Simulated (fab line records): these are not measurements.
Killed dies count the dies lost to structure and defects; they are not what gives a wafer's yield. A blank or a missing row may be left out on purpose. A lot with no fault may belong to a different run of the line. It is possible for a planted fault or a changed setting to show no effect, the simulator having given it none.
A struck lot beside a sound one | flow rit cmos | 18 steps out of a route of 202
Sound: the wafers L731.4, L731.5, L731.6. Wafers struck: L741.1, L741.3, L741.4. The cause comes at the end.
Per side, at each step with rows, come the tool, then ch with its chambers, and then its first start. Under that, the readings that differ: sound wafers | struck wafers | difference of the means | sigmas: that difference in standard deviations of wafers without a fault.
alike: readings whose means differ by less than 2 such deviations, and words and numbers that are the same on both sides. not compared: withheld readings, readings that some wafer has no value for, bounds like >300 that may hide the same value, and numbers for which the record gives no deviation and whose values overlap.
The two part at a step that has a row with sigmas, a row that says differs or no value, or rows on one side only. Non-overlapping numbers with no deviation appear without sigmas and do not part them. Lack of a reading on every wafer of one side parts them only where that side has two or more wafers.

first, 2 steps without rows for these wafers: RIT_NWELL_HARDBAKE_07 (time 120 s); RIT_NWELL_IMPLANT_08.
RIT_NWELL_STRIP_09: strips in O2, time 180 s.
  sound on plasma asher-03 ch 0,1, day 2 06:14; struck on plasma asher-01 ch 0,1, day 4 03:41
  alike: drypump motor current A
  not compared: rf hours counter h
RIT_NWELL_TW_MEAS_10:
  struck on film metro-02, day 4 03:52; sound on film metro-01, day 2 06:23
  reading  | sound          | struck         | difference | sigmas
  NWELL_TW | 2164 2161 2155 | 2125 2138 2140 | -26        | -3
then, 6 steps without rows for these wafers: RIT_PWELL_HMDS_00 (prime time 60 s); RIT_PWELL_COAT_01 (resist thk 1300 nm); RIT_PWELL_SOFTBAKE_02 (time 60 s); RIT_PWELL_EXPOSE_03 (exposes mask M3, target cd 43700 nm); RIT_PWELL_PEB_04; RIT_PWELL_DEVELOP_05 (develop time 68 s).
RIT_PWELL_OVL_MEAS_06:
  struck on overlay-02, day 4 04:56; sound on overlay-02, day 2 07:26
  alike: PWELL_OVL
then, 1 step without rows for these wafers: RIT_PWELL_HARDBAKE_07 (time 120 s).
RIT_PWELL_IMPLANT_08:
  sound on implanter-02 ch 0, day 2 07:47; struck on implanter-04 ch 0, day 4 05:13
  reading            | sound                         | struck                         | difference  | sigmas
  dose ions cm2      | 7.022e+13 6.999e+13 6.997e+13 | 1.1206e+14 1.1196e+14 1.12e+14 | +4.1947e+13 | +99 or more
  faraday current uA | 213 221 223                   | 353 360 352                    | +136        | +28
  alike: beam energy keV
RIT_PWELL_STRIP_09: strips in O2, time 180 s.
  sound on plasma asher-02 ch 0,1, day 2 07:55; struck on plasma asher-04 ch 0,1, day 4 05:22
  alike: drypump motor current A
  not compared: rf hours counter h
RIT_PWELL_TW_MEAS_10:
  struck on film metro-02, day 4 05:46; sound on film metro-02, day 2 08:04
  reading  | sound       | struck         | difference | sigmas
  PWELL_TW | 945 954 949 | 1114 1112 1108 | +162       | +28
  not compared: hold
RIT_WELLDRIVE_RS_MEAS_01: measurement is done with a four-point probe.
  struck on film metro-02, day 4 12:26; sound on film metro-02, day 2 13:14
  reading           | sound             | struck            | difference | sigmas
  NWELL_RS (ohm/sq) | 274.8 275.1 275.9 | 277.7 276.6 277.2 | +1.9       | +3
RIT_WELLDRIVE_RS_MEAS_02: measurement is done with a four-point probe.
  struck on film metro-02, day 4 12:56; sound on film metro-02, day 2 13:22
  reading           | sound             | struck            | difference | sigmas
  PWELL_RS (ohm/sq) | 429.9 428.5 428.9 | 321.1 321.3 321.5 | -107.8     | -98
  not compared: hold
RIT_M1_PROBE_99:
  sound wafers here have rows in the record (prober-01, day 3 19:50); struck ones have none

WHERE THEY PART
Last at RIT_M1_PROBE_99 as far as this record goes, first at RIT_NWELL_TW_MEAS_10.

WHY: what the simulator had put in
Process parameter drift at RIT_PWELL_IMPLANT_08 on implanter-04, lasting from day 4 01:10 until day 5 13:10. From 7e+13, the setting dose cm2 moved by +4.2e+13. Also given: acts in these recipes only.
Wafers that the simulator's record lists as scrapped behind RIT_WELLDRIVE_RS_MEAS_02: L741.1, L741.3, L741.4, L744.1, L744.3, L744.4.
